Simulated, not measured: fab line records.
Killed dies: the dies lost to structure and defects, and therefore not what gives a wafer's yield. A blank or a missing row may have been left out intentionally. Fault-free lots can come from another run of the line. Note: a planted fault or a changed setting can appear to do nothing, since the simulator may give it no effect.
fab line records -- flow ritCmos
[record] lots = 14, wafers = 42, lastDay = 7
route steps=202 shown SILICIDE@162 M1@202
lots untouched by any fault: they come from a run of this same line in which no faults occurred
startH: hours from the record's opening day to when the first of the lot's shown wafers began -- waitH: hours from the lot's prior step to this one -- " the same as in the row above -- L1.1+2: a single row standing in for several wafers -- - no value present, or no start provided -- * or withheld: withheld -- < > ~ a bound
route shown NAME@n: NAME is a module with steps in the file, n the number in the route of the first one -- usual: mean/standard deviation taken from wafers without a fault -- same: alike in all rows -- chamber/n: place in a boat -- sites: per-site readings -- _std_site: the values' standard deviation -- _edge_site: the outer-site mean with the inner-site mean subtracted -- radiusMm: how far each site lies from the wafer's centre -- mask NAME#n: copy n -- behind: the most recent tool/chamber to have shaped the wafer -- hold: reason for holding the lot/hours on hold/outcome of the hold -- device: names the non-switching transistor (n, p or np) -- end of line: at the end of the route, the tests of the same wafers -- where a step has no rows: the recipe by itself -- killed: count of dies lost to structure and defects at first sort (not the wafer's yield) -- map: dies across one wafer; x = killed, . = not, _ = none there
set.NAME: the setting as run; set.NAME@STEP: as run at that earlier step -- model.NAME: the simulator's own value behind a step, which no gauge read
steps of the route over a sample of lots; a table a step, a row a wafer
services: when a tool's chamber went out of use (startH, in hours from the record's first day, below 0 if earlier), for how many hours, and the reason
[[steps]]
[step RIT_SILICIDE_SPUTTER_01]
[recipe] material = Ti, targetThkNm = 30, powerW = 350, chamberPressurePa = 0.6436, gas = Ar, timeS = 240, substrateTempC = 25
[usual] throttleValvePct = 29.7/0.74
lot.wafer,tool,chamber,startH,waitH,throttleValvePct
L480.1,pvdSputter-03,-,55.82,0.0,28.6
L480.2,pvdSputter-03,-,55.82,0.0,28.1
L480.4,pvdSputter-03,-,55.82,0.0,30.1
L481.2,pvdSputter-01,-,65.16,0.0,30.5
L481.3,pvdSputter-01,-,65.16,0.0,29.5
L481.5,pvdSputter-01,-,65.16,0.0,30.0
L482.1,pvdSputter-03,-,66.69,0.0,30.1
L482.4,pvdSputter-03,-,66.69,0.0,28.1
L482.6,pvdSputter-03,-,66.69,0.0,29.0
L483.1,pvdSputter-01,-,70.61,0.0,28.9
L483.2,pvdSputter-01,-,70.61,0.0,29.4
L483.6,pvdSputter-01,-,70.61,0.0,29.7
L484.1,pvdSputter-04,-,78.49,0.0,29.7
L484.2,pvdSputter-04,-,78.49,0.0,29.1
L484.5,pvdSputter-04,-,78.49,0.0,29.8
L485.1,pvdSputter-01,-,81.65,0.0,30.3
L485.3,pvdSputter-01,-,81.65,0.0,29.4
L485.5,pvdSputter-01,-,81.65,0.0,30.4
L489.2,pvdSputter-01,-,99.47,0.0,29.1
L489.4,pvdSputter-01,-,99.47,0.0,30.1
L489.6,pvdSputter-01,-,99.47,0.0,29.6
L491.2,pvdSputter-01,-,112.97,0.0,30.1
L491.5,pvdSputter-01,-,112.97,0.0,30.6
L491.6,pvdSputter-01,-,112.97,0.0,29.9
L492.1,pvdSputter-03,-,116.28,0.0,29.2
L492.2,pvdSputter-03,-,116.28,0.0,30.8
L492.6,pvdSputter-03,-,116.28,0.0,30.2
L496.3,pvdSputter-03,-,133.93,0.0,30.6
L496.4,pvdSputter-03,-,133.93,0.0,30.0
L496.5,pvdSputter-03,-,133.93,0.0,28.7
L498.1,pvdSputter-04,-,147.14,0.0,28.8
L498.3,pvdSputter-04,-,147.14,0.0,30.4
L498.6,pvdSputter-04,-,147.14,0.0,30.2
L500.1,pvdSputter-03,-,155.31,0.0,30.6
L500.4,pvdSputter-03,-,155.31,0.0,29.1
L500.5,pvdSputter-03,-,155.31,0.0,28.9
L501.2,pvdSputter-04,-,160.98,0.0,30.2
L501.3,pvdSputter-04,-,160.98,0.0,29.8
L501.6,pvdSputter-04,-,160.98,0.0,29.8
L502.2,pvdSputter-04,-,166.24,0.0,30.5
L502.4,pvdSputter-04,-,166.24,0.0,30.3
L502.6,pvdSputter-04,-,166.24,0.0,30.0
[step RIT_SILICIDE_RS_MEAS_02]
[recipe] thkMeasGauge = four-point-probe, reads = Ti_of_SILICIDE_SPUTTER_01
[usual] SILICIDE_TI_RS = 44.4/0.57
lot.wafer,tool,chamber,startH,waitH,SILICIDE_TI_RS[ohm/sq]
L480.1,filmMetro-04,-,55.97,0.1,44.2
L480.2,filmMetro-04,-,55.97,0.1,44.3
L480.4,filmMetro-04,-,55.97,0.1,44.8
L481.2,filmMetro-03,-,65.33,0.1,44.4
L481.3,filmMetro-03,-,65.33,0.1,44.4
L481.5,filmMetro-03,-,65.33,0.1,44.1
L482.1,filmMetro-03,-,66.84,0.1,43.6
L482.4,filmMetro-03,-,66.84,0.1,44.1
L482.6,filmMetro-03,-,66.84,0.1,43.1
L483.1,filmMetro-04,-,70.76,0.1,45.0
L483.2,filmMetro-04,-,70.76,0.1,44.7
L483.6,filmMetro-04,-,70.76,0.1,44.7
L484.1,filmMetro-02,-,78.64,0.1,45.4
L484.2,filmMetro-02,-,78.64,0.1,45.2
L484.5,filmMetro-02,-,78.64,0.1,45.3
L485.1,filmMetro-02,-,81.80,0.1,44.2
L485.3,filmMetro-02,-,81.80,0.1,43.7
L485.5,filmMetro-02,-,81.80,0.1,44.1
L489.2,filmMetro-03,-,99.66,0.1,49.1
L489.4,filmMetro-03,-,99.66,0.1,49.5
L489.6,filmMetro-03,-,99.66,0.1,49.2
L491.2,filmMetro-04,-,113.14,0.1,50.6
L491.5,filmMetro-04,-,113.14,0.1,50.2
L491.6,filmMetro-04,-,113.14,0.1,50.2
L492.1,filmMetro-04,-,116.43,0.1,43.9
L492.2,filmMetro-04,-,116.43,0.1,44.7
L492.6,filmMetro-04,-,116.43,0.1,44.6
L496.3,filmMetro-02,-,134.12,0.1,43.7
L496.4,filmMetro-02,-,134.12,0.1,43.6
L496.5,filmMetro-02,-,134.12,0.1,42.6
L498.1,filmMetro-04,-,147.29,0.1,44.6
L498.3,filmMetro-04,-,147.29,0.1,44.3
L498.6,filmMetro-04,-,147.29,0.1,44.3
L500.1,filmMetro-04,-,155.46,0.1,44.2
L500.4,filmMetro-04,-,155.46,0.1,43.4
L500.5,filmMetro-04,-,155.46,0.1,43.8
L501.2,filmMetro-04,-,161.15,0.1,44.5
L501.3,filmMetro-04,-,161.15,0.1,44.6
L501.6,filmMetro-04,-,161.15,0.1,45.0
L502.2,filmMetro-04,-,166.41,0.1,44.0
L502.4,filmMetro-04,-,166.41,0.1,44.0
L502.6,filmMetro-04,-,166.41,0.1,44.3
[step RIT_SILICIDE_THK_MEAS_03]
[recipe] thkMeasGauge = xrf, reads = Ti_of_SILICIDE_SPUTTER_01
[usual] SILICIDE_TI_THK = 30.1/0.33
lot.wafer,tool,chamber,startH,waitH,SILICIDE_TI_THK[nm]
L480.1,filmMetro-04,-,56.09,0.1,30.4
L480.2,filmMetro-04,-,56.09,0.1,30.3
L480.4,filmMetro-04,-,56.09,0.1,29.9
L481.2,filmMetro-03,-,65.44,0.1,30.0
L481.3,filmMetro-03,-,65.44,0.1,30.2
L481.5,filmMetro-03,-,65.44,0.1,30.3
L482.1,filmMetro-03,-,66.96,0.1,30.5
L482.4,filmMetro-03,-,66.96,0.1,30.3
L482.6,filmMetro-03,-,66.96,0.1,30.8
L483.1,filmMetro-04,-,70.88,0.1,29.9
L483.2,filmMetro-04,-,70.88,0.1,30.0
L483.6,filmMetro-04,-,70.88,0.1,29.9
L484.1,filmMetro-02,-,78.76,0.1,29.5
L484.2,filmMetro-02,-,78.76,0.1,29.8
L484.5,filmMetro-02,-,78.76,0.1,29.6
L485.1,filmMetro-02,-,81.92,0.1,30.3
L485.3,filmMetro-02,-,81.92,0.1,30.5
L485.5,filmMetro-02,-,81.92,0.1,30.2
L489.2,filmMetro-03,-,99.77,0.1,27.9
L489.4,filmMetro-03,-,99.77,0.1,27.6
L489.6,filmMetro-03,-,99.77,0.1,27.8
L491.2,filmMetro-04,-,113.25,0.1,26.9
L491.5,filmMetro-04,-,113.25,0.1,27.2
L491.6,filmMetro-04,-,113.25,0.1,27.2
L492.1,filmMetro-04,-,116.55,0.1,30.4
L492.2,filmMetro-04,-,116.55,0.1,29.8
L492.6,filmMetro-04,-,116.55,0.1,29.9
L496.3,filmMetro-02,-,134.22,0.1,30.5
L496.4,filmMetro-02,-,134.22,0.1,30.6
L496.5,filmMetro-02,-,134.22,0.1,31.2
L498.1,filmMetro-04,-,147.41,0.1,30.0
L498.3,filmMetro-04,-,147.41,0.1,30.1
L498.6,filmMetro-04,-,147.41,0.1,30.1
L500.1,filmMetro-04,-,155.58,0.1,30.2
L500.4,filmMetro-04,-,155.58,0.1,30.5
L500.5,filmMetro-04,-,155.58,0.1,30.4
L501.2,filmMetro-04,-,161.26,0.1,30.0
L501.3,filmMetro-04,-,161.26,0.1,29.9
L501.6,filmMetro-04,-,161.26,0.1,29.6
L502.2,filmMetro-04,-,166.52,0.1,30.2
L502.4,filmMetro-04,-,166.52,0.1,30.2
L502.6,filmMetro-04,-,166.52,0.1,30.1
[step RIT_M1_PROBE_99]
[usual] killed_at_M0_to_M3 = 0.0/0.12, killedAtContacts = 0.1/0.31, killedAtFrontEnd = 7/3.2, killedDies = 7/3.2, killedOpen = 3.6/2.1, killedShort = 3.5/2.1
[same] grossDies = 264, killed_at_M4_up = 0, killedAtBackSide = 0, killedAtOther = 0
lot.wafer,tool,chamber,startH,waitH,killed_at_M0_to_M3,killedAtContacts,killedAtFrontEnd,killedDies,killedOpen,killedShort
L485.1,prober-02,-,88.82,0.1,0,0,6,6,2,4
L485.3,prober-02,-,88.92,0.2,0,0,3,3,1,2
L485.5,prober-02,-,89.02,0.2,0,0,3,3,2,1
L489.2,prober-02,-,106.77,0.1,0,0,15,15,10,5
L489.4,prober-02,-,106.87,0.2,0,1,7,8,0,8
L489.6,prober-02,-,106.97,0.2,0,0,12,12,8,4
L491.2,prober-02,-,120.14,0.1,0,0,10,10,5,5
L491.5,prober-02,-,120.29,0.2,0,0,5,5,3,2
L491.6,prober-02,-,120.34,0.2,0,0,6,6,3,3
L496.3,prober-01,-,140.92,0.2,0,0,6,6,4,2
L496.4,prober-01,-,140.97,0.2,0,0,6,6,5,1
L496.5,prober-01,-,141.02,0.2,0,0,7,7,3,4
L498.1,prober-01,-,154.89,0.1,0,0,9,9,6,3
L498.3,prober-01,-,154.99,0.2,0,0,7,7,3,4
L498.6,prober-01,-,155.14,0.2,0,0,9,9,5,4
L500.1,prober-01,-,162.12,0.1,0,2,5,7,4,3
L500.4,prober-01,-,162.27,0.2,0,0,10,10,5,5
L500.5,prober-01,-,162.32,0.2,1,0,8,9,8,1
// killed by level:class
L485.1 GATE:geometricParticle:short=2 SILICIDE:geometricParticle:short=2 SPACER:geometricParticle:open=1 SILICIDE:geometricParticle:open=1
L485.3 FOX1:geometricParticle:short=1 GATE:geometricParticle:short=1 SPACER:geometricParticle:open=1
L485.5 FOX1:geometricParticle:short=1 GATE:geometricParticle:open=1 REOX:geometricParticle:open=1
L489.2 GATE:geometricParticle:open=6 GATE:geometricParticle:short=5 REOX:geometricParticle:open=2 FOX1:geometricParticle:open=1 SILICIDE:geometricParticle:open=1
L489.4 REOX:geometricParticle:short=3 FOX1:geometricParticle:short=2 SILICIDE:geometricParticle:short=2 CONTACT:geometricParticle:short=1
L489.6 GATE:geometricParticle:open=2 REOX:geometricParticle:open=2 SPACER:geometricParticle:short=2 SPACER:geometricParticle:open=2 FOX1:geometricParticle:open=1 FOX1:geometricParticle:short=1 REOX:geometricParticle:short=1 SILICIDE:geometricParticle:open=1
L491.2 GATE:geometricParticle:short=2 ACTIVE:geometricParticle:short=1 FOX1:geometricParticle:open=1 FOX2:geometricParticle:open=1 GATE:geometricParticle:open=1 REOX:geometricParticle:open=1 SPACER:geometricParticle:open=1 SPACER:geometricParticle:short=1
L491.5 FOX1:geometricParticle:short=1 FOX1:geometricParticle:open=1 REOX:geometricParticle:open=1 SPACER:geometricParticle:open=1 SILICIDE:geometricParticle:short=1
L491.6 SILICIDE:geometricParticle:short=2 GATE:geometricParticle:short=1 GATE:geometricParticle:open=1 REOX:geometricParticle:open=1 SILICIDE:geometricParticle:open=1
L496.3 GATE:geometricParticle:open=2 FOX1:geometricParticle:open=1 GATE:geometricParticle:short=1 SILICIDE:geometricParticle:short=1 SILICIDE:geometricParticle:open=1
L496.4 GATE:geometricParticle:open=4 FOX1:geometricParticle:short=1 FOX1:geometricParticle:open=1
L496.5 FOX1:geometricParticle:open=2 FOX1:geometricParticle:short=2 FOX2:geometricParticle:short=1 GATE:geometricParticle:short=1 SPACER:geometricParticle:open=1
L498.1 FOX1:geometricParticle:short=2 GATE:geometricParticle:open=2 FOX1:geometricParticle:open=1 FOX2:geometricParticle:open=1 REOX:geometricParticle:open=1 SPACER:geometricParticle:short=1 SILICIDE:geometricParticle:open=1
L498.3 FOX2:geometricParticle:open=2 GATE:geometricParticle:short=2 FOX1:geometricParticle:short=1 SILICIDE:geometricParticle:open=1 SILICIDE:geometricParticle:short=1
L498.6 SPACER:geometricParticle:open=2 FOX2:geometricParticle:short=1 FOX1:geometricParticle:short=1 GATE:geometricParticle:short=1 GATE:geometricParticle:open=1 REOX:geometricParticle:open=1 SPACER:geometricParticle:short=1 SILICIDE:geometricParticle:open=1
L500.1 SILICIDE:geometricParticle:short=2 CONTACT:geometricParticle:open=2 GATE:geometricParticle:short=1 GATE:geometricParticle:open=1 SILICIDE:geometricParticle:open=1
L500.4 GATE:geometricParticle:open=3 FOX2:geometricParticle:short=2 GATE:geometricParticle:short=2 SILICIDE:geometricParticle:open=2 SPACER:geometricParticle:short=1
L500.5 GATE:geometricParticle:open=3 SPACER:geometricParticle:open=3 FOX1:geometricParticle:open=1 REOX:geometricParticle:open=1 M1:geometricParticle:short=1
[[services]]
tool,chamber,startH,hours,kind
pvdSputter-03,-,46.65,8.4,repair
pvdSputter-04,-,48.98,4.7,repair
pvdSputter-04,-,58.62,0.5,repair
pvdSputter-03,-,65.27,1.1,repair
pvdSputter-04,-,72.06,4.4,repair
pvdSputter-01,-,156.60,13.4,repair
[[key]]
[firstSign] step = RIT_SILICIDE_RS_MEAS_02, reading = SILICIDE_TI_RS, direction = up, sigmas = 9.5, usual = 44.4, struck = 49.8
[effect] step = RIT_SILICIDE_THK_MEAS_03, reading = SILICIDE_TI_THK, direction = down, sigmas = 8.2, usual = 30.1, struck = 27.4
metAt RIT_SILICIDE_SPUTTER_01
struckLots L489,L491
testerLeftOut L489,L491
onsetBetween 81.65 99.47
[fault] kind = processParameterDrift, tool = pvdSputter-01, chamber = -, onsetH = 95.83, steps = RIT_SILICIDE_SPUTTER_01, channel = targetThkNm, offset = -2.6173, shape = step, endH = 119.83, stated = 30
// testerLeftOut: of these lots the tester's yield and bins aren't shown, on N5 and GAA mostly nor the transistor test; their killed dies are dies lost to structure and defects alone, not to doping, threshold or leakage, so they don't give the yield
